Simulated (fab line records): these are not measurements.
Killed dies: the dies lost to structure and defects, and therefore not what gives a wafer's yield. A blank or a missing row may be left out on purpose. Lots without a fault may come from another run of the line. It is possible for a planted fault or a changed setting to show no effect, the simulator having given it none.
fab line records + flow ritCmos
record
- lots=5
- wafers=15
- lastDay=6
route steps=202 shown SILICIDE@167 CONTACT@168 M1@202
lots with no fault: from the same line, run without faults
startH: the number of hours between the record's first day and the start of the first shown wafer of the lot + waitH: hours since the lot's step before + " unchanged from the row above + L1.1+2: a single row standing in for several wafers + - no value present, or no start provided + * or withheld: withheld + < > ~ a bound
route shown NAME@n: a module of which the file shows steps, and the number in the route of the first + usual: the fault-free wafers' mean and standard deviation + same: alike in all rows + chamber/n: place in a boat + sites: the reading at each site + _std_site: how widely they spread, as a standard deviation + _edge_site: the outer-site mean with the inner-site mean subtracted + radiusMm: how far each site lies from the wafer's centre + mask NAME#n: copy n + behind: tool/chamber where the wafer was last shaped + hold: why the lot went on hold/how many hours it stayed there/how the hold came to an end + device: which transistor (n, p or np) failed to switch + end of line: at the end of the route, the tests of the same wafers + a step given without rows: its recipe and nothing more + killed: at the first sort, the dies lost to defects and structure; wafer yield is something else + map: per-die view of a wafer (x killed, . not killed, _ where there is no die)
set.NAME: the setting the step ran with; set.NAME@STEP: the setting that earlier step ran with + model.NAME: the simulator's own value behind a step, which no gauge read
lots seen at some steps along the route; tables by step, rows by wafer
services: from which hour (startH, from the record's first day; less than 0 if before it) a tool's chamber was out of use, for how many hours, and why
## steps
# step RIT_SILICIDE_RTA_06
# recipe
- tempC=750
- timeS=10
- idleTempC=25
- rampUpS=5
- rampDownS=10
- coolToC=25
- ambient=N2
# usual
- wafer_temp_C_max=754.1/0.87
# same
- timeS=10
| lot.wafer | tool         | chamber | startH | waitH | wafer_temp_C_max |
|-----------|--------------|---------|--------|-------|------------------|
| L141.1    | rtpAnneal-01 | 0       | 68.46  | 0.0   | 753.5            |
| L141.2    | "            | 0       | "      | "     | 754.9            |
| L141.6    | "            | 0       | "      | "     | 753.8            |
| L146.2    | rtpAnneal-02 | 0       | 96.36  | 0.0   | 754.0            |
| L146.3    | "            | 0       | "      | "     | 755.0            |
| L146.4    | "            | 0       | "      | "     | 754.2            |
| L149.2    | rtpAnneal-01 | 0       | 109.35 | 0.0   | 753.7            |
| L149.3    | "            | 0       | "      | "     | 754.7            |
| L149.6    | "            | 0       | "      | "     | 755.1            |
| L154.3    | rtpAnneal-01 | 0       | 141.62 | 0.0   | 755.2            |
| L154.4    | "            | 0       | "      | "     | 755.6            |
| L154.6    | "            | 0       | "      | "     | 755.7            |
| L155.2    | rtpAnneal-01 | 0       | 142.09 | 0.0   | 754.3            |
| L155.4    | "            | 0       | "      | "     | 754.2            |
| L155.6    | "            | 0       | "      | "     | 753.3            |
# step RIT_CONTACT_CVD_00
# recipe
- material=SiO2
- targetThkNm=400
- precursor=TEOS
- tempC=390
- timeS=61
- rfW=400
# usual
- heaterPowerW=290/47
- susceptorTempC=390.01/0.22
# same
- timeS=61
| lot.wafer | tool     | chamber | startH | waitH | heaterPowerW | susceptorTempC |
|-----------|----------|---------|--------|-------|--------------|----------------|
| L141.1    | pecvd-01 | 1       | 68.53  | 0.1   | 345          | 389.80         |
| L141.2    | "        | 2       | "      | "     | 329          | 390.01         |
| L141.6    | "        | 0       | "      | "     | 301          | 390.23         |
| L146.2    | pecvd-02 | 2       | 96.41  | 0.0   | 258          | 390.32         |
| L146.3    | "        | 0       | "      | "     | 271          | 390.22         |
| L146.4    | "        | 1       | "      | "     | 255          | 390.18         |
| L149.2    | pecvd-02 | 0       | 109.40 | 0.0   | 294          | 390.10         |
| L149.3    | "        | 2       | "      | "     | 274          | 389.65         |
| L149.6    | "        | 0       | "      | "     | 212          | 389.87         |
| L154.3    | pecvd-02 | 0       | 141.67 | 0.0   | 242          | 390.11         |
| L154.4    | "        | 0       | "      | "     | 260          | 390.26         |
| L154.6    | "        | 1       | "      | "     | 271          | 389.99         |
| L155.2    | pecvd-03 | 0       | 142.15 | 0.0   | 284          | 389.98         |
| L155.4    | "        | 0       | "      | "     | 298          | 390.01         |
| L155.6    | "        | 1       | "      | "     | 196          | 389.97         |
# step RIT_CONTACT_THK_MEAS_01
# recipe
- reads=SiO2_of_CONTACT_CVD_00
# usual
- CONTACT_TEOS_THK=399/5.2
| lot.wafer | tool         | chamber | startH | waitH | CONTACT_TEOS_THK[nm] |
|-----------|--------------|---------|--------|-------|----------------------|
| L141.1    | filmMetro-04 | -       | 68.58  | 0.0   | 403                  |
| L141.2    | "            | -       | "      | "     | 401                  |
| L141.6    | "            | -       | "      | "     | 413                  |
| L146.2    | filmMetro-04 | -       | 96.47  | 0.0   | 400                  |
| L146.3    | "            | -       | "      | "     | 407                  |
| L146.4    | "            | -       | "      | "     | 406                  |
| L149.2    | filmMetro-04 | -       | 109.46 | 0.0   | 401                  |
| L149.3    | "            | -       | "      | "     | 399                  |
| L149.6    | "            | -       | "      | "     | 406                  |
| L154.3    | filmMetro-01 | -       | 141.74 | 0.0   | 394                  |
| L154.4    | "            | -       | "      | "     | 402                  |
| L154.6    | "            | -       | "      | "     | 395                  |
| L155.2    | filmMetro-01 | -       | 142.21 | 0.0   | 405                  |
| L155.4    | "            | -       | "      | "     | 408                  |
| L155.6    | "            | -       | "      | "     | 398                  |
# step RIT_CONTACT_HMDS_02
# recipe
- primeTimeS=60
- primeTempC=140
# step RIT_CONTACT_COAT_03
# recipe
- resist=NOVOLAK
- spinRpm=3250
- resistThkNm=1000
# step RIT_CONTACT_SOFTBAKE_04
# recipe
- resist=NOVOLAK
- tempC=90
- timeS=60
# step RIT_CONTACT_EXPOSE_05
# recipe
- maskId=M11
- na=0.6
- sourceShape=conventional
- sigmaOuter=0.5
- targetCdNm=1000
- doseMj=250
# step RIT_CONTACT_PEB_06
# recipe
- resist=NOVOLAK
- tempC=withheld
- timeS=withheld
# step RIT_CONTACT_DEVELOP_07
# recipe
- resist=NOVOLAK
- developTimeS=123
- devTempC=23
# step RIT_CONTACT_CD_MEAS_08
# recipe
- targetCdNm=1000
# usual
- cdNm=1000.4/2.5
| lot.wafer | tool     | chamber | startH | waitH | cdNm   |
|-----------|----------|---------|--------|-------|--------|
| L141.1    | cdSem-01 | -       | 69.73  | -     | 998.7  |
| L141.2    | "        | -       | "      | "     | 999.2  |
| L141.6    | "        | -       | "      | "     | 1000.2 |
| L146.2    | cdSem-02 | -       | 97.51  | -     | 999.8  |
| L146.3    | "        | -       | "      | "     | 1000.0 |
| L146.4    | "        | -       | "      | "     | 998.8  |
| L149.2    | cdSem-01 | -       | 110.50 | -     | 995.5  |
| L149.3    | "        | -       | "      | "     | 996.5  |
| L149.6    | "        | -       | "      | "     | 997.3  |
| L154.3    | cdSem-01 | -       | 142.95 | -     | 1001.3 |
| L154.4    | "        | -       | "      | "     | 1003.1 |
| L154.6    | "        | -       | "      | "     | 1002.4 |
| L155.2    | cdSem-01 | -       | 143.36 | -     | 1000.8 |
| L155.4    | "        | -       | "      | "     | 1002.5 |
| L155.6    | "        | -       | "      | "     | 1000.7 |
# step RIT_CONTACT_OVL_MEAS_09
# usual
- CONTACT_OVL=-0.2/1.6
| lot.wafer | tool       | chamber | startH | waitH | CONTACT_OVL[nm] |
|-----------|------------|---------|--------|-------|-----------------|
| L141.1    | overlay-02 | -       | 69.85  | 0.1   | 1.4             |
| L141.2    | "          | -       | "      | "     | 2.0             |
| L141.6    | "          | -       | "      | "     | -0.7            |
| L146.2    | overlay-02 | -       | 97.61  | 0.1   | 0.7             |
| L146.3    | "          | -       | "      | "     | -1.3            |
| L146.4    | "          | -       | "      | "     | 0.9             |
| L149.2    | overlay-02 | -       | 110.61 | 0.1   | 0.4             |
| L149.3    | "          | -       | "      | "     | -0.3            |
| L149.6    | "          | -       | "      | "     | 1.4             |
| L154.3    | overlay-02 | -       | 143.04 | 0.1   | -1.3            |
| L154.4    | "          | -       | "      | "     | 2.0             |
| L154.6    | "          | -       | "      | "     | 0.2             |
| L155.2    | overlay-02 | -       | 143.47 | 0.1   | -0.6            |
| L155.4    | "          | -       | "      | "     | -0.2            |
| L155.6    | "          | -       | "      | "     | 1.3             |
# step RIT_CONTACT_HARDBAKE_10
# recipe
- resist=NOVOLAK
- tempC=140
- timeS=60
# step RIT_CONTACT_ETCH_11
# recipe
- targetDepthA=4800
- overEtchFrac=0.2
- stopOn=TiSi2
- chemistry=CHF3/CF4/Ar
- target=SiO2
- CHF3_flow_sccm=50
- cf4FlowSccm=10
- Ar_flow_sccm=100
- O2_flow_sccm=5
- pressureMtorr=100
- rfW=200
- timeS=320
# usual
- drypumpMotorCurrentA=5.7/0.41
- oesProductAu=0.984/0.013
- overEtchFrac=0.2/0
- throttleValvePct=8.86/0.17
# same
- timeS=320
| lot.wafer | tool       | chamber | startH | waitH | drypumpMotorCurrentA | oesProductAu | overEtchFrac | rfHoursCounterH | throttleValvePct | model.NOVOLAK_of_CONTACT_COAT_03.thkNm |
|-----------|------------|---------|--------|-------|----------------------|--------------|--------------|-----------------|------------------|----------------------------------------|
| L141.1    | rieDiel-02 | 1       | 70.04  | 0.1   | 5.4                  | 1.004        | 0.2          | 3               | 8.92             | 770.9                                  |
| L141.2    | "          | 3       | "      | "     | 5.4                  | 0.987        | 0.2          | 3               | 8.88             | 775.7                                  |
| L141.6    | "          | 0       | "      | "     | 5.1                  | 0.976        | 0.2          | -               | 8.59             | 771.6                                  |
| L146.2    | rieDiel-02 | 0       | 97.79  | 0.1   | 5.1                  | 0.972        | 0.2          | 7               | 8.60             | 768.6                                  |
| L146.3    | "          | 1       | "      | "     | 5.4                  | 0.995        | 0.2          | 3               | 8.91             | 772.8                                  |
| L146.4    | "          | 3       | "      | "     | 5.5                  | 0.989        | 0.2          | 3               | 8.89             | 772.3                                  |
| L149.2    | rieDiel-02 | 3       | 110.80 | 0.1   | 5.5                  | 0.977        | 0.2          | 4               | 8.86             | 772.5                                  |
| L149.3    | "          | 2       | "      | "     | 5.7                  | 0.967        | 0.7          | 10              | 8.71             | 722.7                                  |
| L149.6    | "          | 1       | "      | "     | 5.4                  | 1.000        | 0.2          | -               | 8.92             | 768.1                                  |
| L154.3    | rieDiel-03 | 1       | 143.36 | 0.1   | 5.9                  | 0.985        | 0.2          | 133             | 9.03             | 765.9                                  |
| L154.4    | "          | 2       | "      | "     | 6.4                  | 0.983        | 0.2          | -               | 8.74             | 766.6                                  |
| L154.6    | "          | 1       | "      | "     | 5.9                  | 0.991        | 0.2          | -               | 9.05             | 766.7                                  |
| L155.2    | rieDiel-04 | 0       | 143.74 | 0.1   | 6.1                  | 0.968        | 0.2          | 109             | 8.58             | 763.4                                  |
| L155.4    | "          | 2       | "      | "     | 5.6                  | 0.980        | 0.2          | 100             | 8.76             | 767.8                                  |
| L155.6    | "          | 2       | "      | "     | 5.6                  | 0.971        | 0.2          | -               | 8.76             | 769.4                                  |
# step RIT_CONTACT_STRIP_12
# recipe
- chemistry=O2
- timeS=180
- resist=NOVOLAK
- platenTempC=withheld
- powerW=500
- pressureMtorr=4000
- o2FlowSccm=4000
# usual
- drypumpMotorCurrentA=5.94/0.28
- o2FlowSccm=4002/12
# same
- timeS=180
| lot.wafer | tool           | chamber | startH | waitH | drypumpMotorCurrentA | o2FlowSccm | rfHoursCounterH |
|-----------|----------------|---------|--------|-------|----------------------|------------|-----------------|
| L141.1    | plasmaAsher-01 | 1       | 70.23  | 0.1   | 5.67                 | 3985       | 44              |
| L141.2    | "              | 0       | "      | "     | 5.64                 | 3973       | 44              |
| L141.6    | "              | 0       | "      | "     | 5.63                 | 4013       | -               |
| L146.2    | plasmaAsher-04 | 1       | 97.99  | 0.1   | 6.42                 | 4004       | 43              |
| L146.3    | "              | 0       | "      | "     | 6.09                 | 3992       | -               |
| L146.4    | "              | 1       | "      | "     | 6.41                 | 3979       | -               |
| L149.2    | plasmaAsher-04 | 1       | 110.99 | 0.1   | 6.40                 | 4018       | 44              |
| L149.3    | "              | 0       | "      | "     | 6.07                 | 3988       | -               |
| L149.6    | "              | 0       | "      | "     | 6.08                 | 3994       | -               |
| L154.3    | plasmaAsher-02 | 1       | 143.61 | 0.2   | 5.72                 | 4012       | -               |
| L154.4    | "              | 0       | "      | "     | 6.04                 | 3992       | -               |
| L154.6    | "              | 1       | "      | "     | 5.71                 | 4012       | -               |
| L155.2    | plasmaAsher-01 | 1       | 143.94 | 0.1   | 5.65                 | 4010       | 50              |
| L155.4    | "              | 1       | "      | "     | 5.66                 | 3990       | -               |
| L155.6    | "              | 0       | "      | "     | 5.65                 | 4008       | -               |
# step RIT_M1_PROBE_99
# usual
- killedAtFrontEnd=6.6/2.8
- killedDies=6.6/2.8
- killedOpen=3.3/1.9
- killedShort=3.2/1.8
# same
- grossDies=264
- killed_at_M0_to_M3=0
- killed_at_M4_up=0
- killedAtBackSide=0
- killedAtContacts=0
- killedAtOther=0
| lot.wafer | tool      | chamber | startH | waitH | killedAtFrontEnd | killedDies | killedOpen | killedShort | model.etest.nmos_0p15.junctionLog10AUm | model.etest.nmosNarrow.offLog10AUm | model.etest.gateEndArray.leakLog10AUm | model.etest.nmos_0p3.offLog10AUm | model.etest.pmos_0p15.junctionLog10AUm | model.etest.contactDiodeArray.leakLog10A | model.etest.antennaContact.gateLog10ACm2 | model.etest.pmos_0p3.offLog10AUm |
|-----------|-----------|---------|--------|-------|------------------|------------|------------|-------------|----------------------------------------|------------------------------------|---------------------------------------|----------------------------------|----------------------------------------|------------------------------------------|------------------------------------------|----------------------------------|
| L141.1    | prober-01 | -       | 75.09  | 0.1   | 8                | 8          | 2          | 6           | -13.53                                 | -13.11                             | -12.9                                 | -13.12                           | -13.74                                 | -9.483                                   | -6.113                                   | -12.91                           |
| L141.2    | prober-01 | -       | 75.14  | 0.1   | 4                | 4          | 3          | 1           | -13.55                                 | -13.13                             | -12.8                                 | -13.07                           | -13.91                                 | -9.409                                   | -6.25                                    | -12.81                           |
| L141.6    | prober-01 | -       | 75.34  | 0.2   | 5                | 5          | 4          | 1           | -13.41                                 | -13.28                             | -13                                   | -13.24                           | -13.72                                 | -9.546                                   | -6.012                                   | -12.97                           |
| L146.2    | prober-02 | -       | 102.87 | 0.1   | 1                | 1          | 0          | 1           | -13.63                                 | -13.36                             | -13.14                                | -13.28                           | -13.84                                 | -9.626                                   | -6.328                                   | -12.82                           |
| L146.3    | prober-02 | -       | 102.92 | 0.2   | 5                | 5          | 4          | 1           | -13.3                                  | -13.44                             | -13.03                                | -13.17                           | -13.79                                 | -9.382                                   | -6.929                                   | -12.96                           |
| L146.4    | prober-02 | -       | 102.97 | 0.2   | 10               | 10         | 5          | 5           | -13.46                                 | -13.34                             | -12.95                                | -13.15                           | -13.83                                 | -9.665                                   | -6.766                                   | -13.07                           |
| L149.2    | prober-01 | -       | 116.11 | 0.1   | 5                | 5          | 3          | 2           | -13.45                                 | -13.14                             | -12.86                                | -13.1                            | -13.9                                  | -9.393                                   | -6.069                                   | -12.86                           |
| L149.3    | prober-01 | -       | 116.16 | 0.2   | 5                | 5          | 2          | 3           | -11.07                                 | -11.07                             | -10.9                                 | -11.07                           | -12.06                                 | -7.647                                   | -4.891                                   | -11.98                           |
| L149.6    | prober-01 | -       | 116.31 | 0.2   | 5                | 5          | 3          | 2           | -13.32                                 | -13.16                             | -12.8                                 | -12.99                           | -13.67                                 | -9.462                                   | -5.974                                   | -12.63                           |
| L154.3    | prober-02 | -       | 148.31 | 0.2   | 2                | 2          | 2          | 0           | -13.66                                 | -13.14                             | -12.82                                | -12.98                           | -13.93                                 | -9.234                                   | -6.183                                   | -12.79                           |
| L154.4    | prober-02 | -       | 148.36 | 0.2   | 5                | 5          | 2          | 3           | -13.62                                 | -13.28                             | -12.75                                | -12.95                           | -13.85                                 | -9.41                                    | -6.323                                   | -12.77                           |
| L154.6    | prober-02 | -       | 148.46 | 0.2   | 7                | 7          | 2          | 5           | -13.6                                  | -13.22                             | -12.79                                | -12.93                           | -13.83                                 | -9.578                                   | -6.562                                   | -12.87                           |
| L155.2    | prober-01 | -       | 149.76 | 0.1   | 4                | 4          | 0          | 4           | -13.61                                 | -13.33                             | -12.61                                | -12.89                           | -13.76                                 | -9.538                                   | -6.031                                   | -12.86                           |
| L155.4    | prober-01 | -       | 149.86 | 0.2   | 11               | 11         | 7          | 4           | -13.63                                 | -13.22                             | -12.89                                | -13.05                           | -13.9                                  | -9.526                                   | -5.955                                   | -12.87                           |
| L155.6    | prober-01 | -       | 149.96 | 0.2   | 4                | 4          | 2          | 2           | -13.6                                  | -13.26                             | -12.86                                | -13.02                           | -13.83                                 | -9.137                                   | -5.834                                   | -12.79                           |
# killed by level:class
L141.1 GATE:geometricParticle:short=2 GATE:geometricParticle:open=2 ACTIVE:geometricParticle:short=1 FOX1:geometricParticle:short=1 REOX:geometricParticle:short=1 SPACER:geometricParticle:short=1
L141.2 FOX1:geometricParticle:open=1 GATE:geometricParticle:open=1 SPACER:geometricParticle:short=1 SILICIDE:geometricParticle:open=1
L141.6 SILICIDE:geometricParticle:open=2 GATE:geometricParticle:open=1 REOX:geometricParticle:open=1 SILICIDE:geometricParticle:short=1
L146.2 GATE:geometricParticle:short=1
L146.3 FOX1:geometricParticle:open=3 FOX2:geometricParticle:short=1 GATE:geometricParticle:open=1
L146.4 SPACER:geometricParticle:short=3 SPACER:geometricParticle:open=3 FOX1:geometricParticle:short=1 GATE:geometricParticle:open=1 GATE:geometricParticle:short=1 SILICIDE:geometricParticle:open=1
L149.2 FOX2:geometricParticle:open=2 FOX1:geometricParticle:short=1 SPACER:geometricParticle:short=1 SPACER:geometricParticle:open=1
L149.3 FOX1:geometricParticle:short=2 ACTIVE:geometricParticle:open=1 GATE:geometricParticle:open=1 GATE:geometricParticle:short=1
L149.6 FOX1:geometricParticle:short=1 GATE:geometricParticle:open=1 GATE:geometricParticle:short=1 REOX:geometricParticle:open=1 SILICIDE:geometricParticle:open=1
L154.3 FOX1:geometricParticle:open=1 GATE:geometricParticle:open=1
L154.4 SILICIDE:geometricParticle:short=2 FOX1:geometricParticle:short=1 FOX1:geometricParticle:open=1 REOX:geometricParticle:open=1
L154.6 GATE:geometricParticle:short=3 SILICIDE:geometricParticle:short=2 GATE:geometricParticle:open=1 REOX:geometricParticle:open=1
L155.2 GATE:geometricParticle:short=3 FOX1:geometricParticle:short=1
L155.4 SPACER:geometricParticle:open=2 SILICIDE:geometricParticle:short=2 FOX1:geometricParticle:open=1 FOX2:geometricParticle:open=1 GATE:geometricParticle:open=1 REOX:geometricParticle:open=1 REOX:geometricParticle:short=1 SPACER:geometricParticle:short=1
L155.6 REOX:geometricParticle:short=2 FOX1:geometricParticle:open=1 SILICIDE:geometricParticle:open=1
## services
| tool           | chamber | startH | hours | kind      |
|----------------|---------|--------|-------|-----------|
| rieDiel-02     | 3       | 46.97  | 1.7   | repair    |
| plasmaAsher-02 | -       | 47.67  | 6.0   | repair    |
| pecvd-03       | -       | 61.65  | 0.7   | repair    |
| plasmaAsher-02 | -       | 77.79  | 6.2   | repair    |
| pecvd-03       | -       | 82.07  | 0.7   | repair    |
| rieDiel-03     | -       | 101.04 | 41.0  | repair    |
| plasmaAsher-01 | -       | 105.85 | 1.3   | repair    |
| plasmaAsher-01 | -       | 108.39 | 19.9  | repair    |
| plasmaAsher-02 | -       | 108.75 | 9.0   | pm        |
| plasmaAsher-02 | 0       | 108.75 | 9.0   | ventCycle |
| plasmaAsher-02 | 1       | 108.75 | 9.0   | ventCycle |
| plasmaAsher-02 | 0       | 117.75 | -     | clean     |
| plasmaAsher-02 | 1       | 117.75 | -     | clean     |
| pecvd-01       | -       | 123.22 | 28.1  | pm        |
| rieDiel-03     | 0       | 136.82 | 14.8  | repair    |
## key
firstSign
- step=RIT_CONTACT_ETCH_11
- reading=overEtchFrac
- direction=up
- sigmas=99+
- usual=0.2
- struck=0.7
effect none on later readings
modelEffect
- step=RIT_CONTACT_ETCH_11
- value=NOVOLAK_of_CONTACT_COAT_03.thkNm
- without=770.3
- struck=722.7
modelEffect
- step=RIT_M1_PROBE_99
- value=etest.nmos_0p15.junctionLog10AUm
- without=-13.54
- struck=-11.07
metAt RIT_CONTACT_ETCH_11
struckWafers L149.3
testerLeftOut L149
fault
- kind=processParameterDrift
- tool=rieDiel-02
- chamber=2
- onsetH=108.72
- steps=RIT_CONTACT_ETCH_11
- channel=overEtchFrac
- offset=0.5
- shape=step
- endH=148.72
- actsIn=theseRecipesOnly
- stated=0.2
# testerLeftOut: of these lots the tester's yield and bins aren't shown, on N5 and GAA mostly nor the transistor test; their killed dies are dies lost to structure and defects alone, not to doping, threshold or leakage, so they don't give the yield
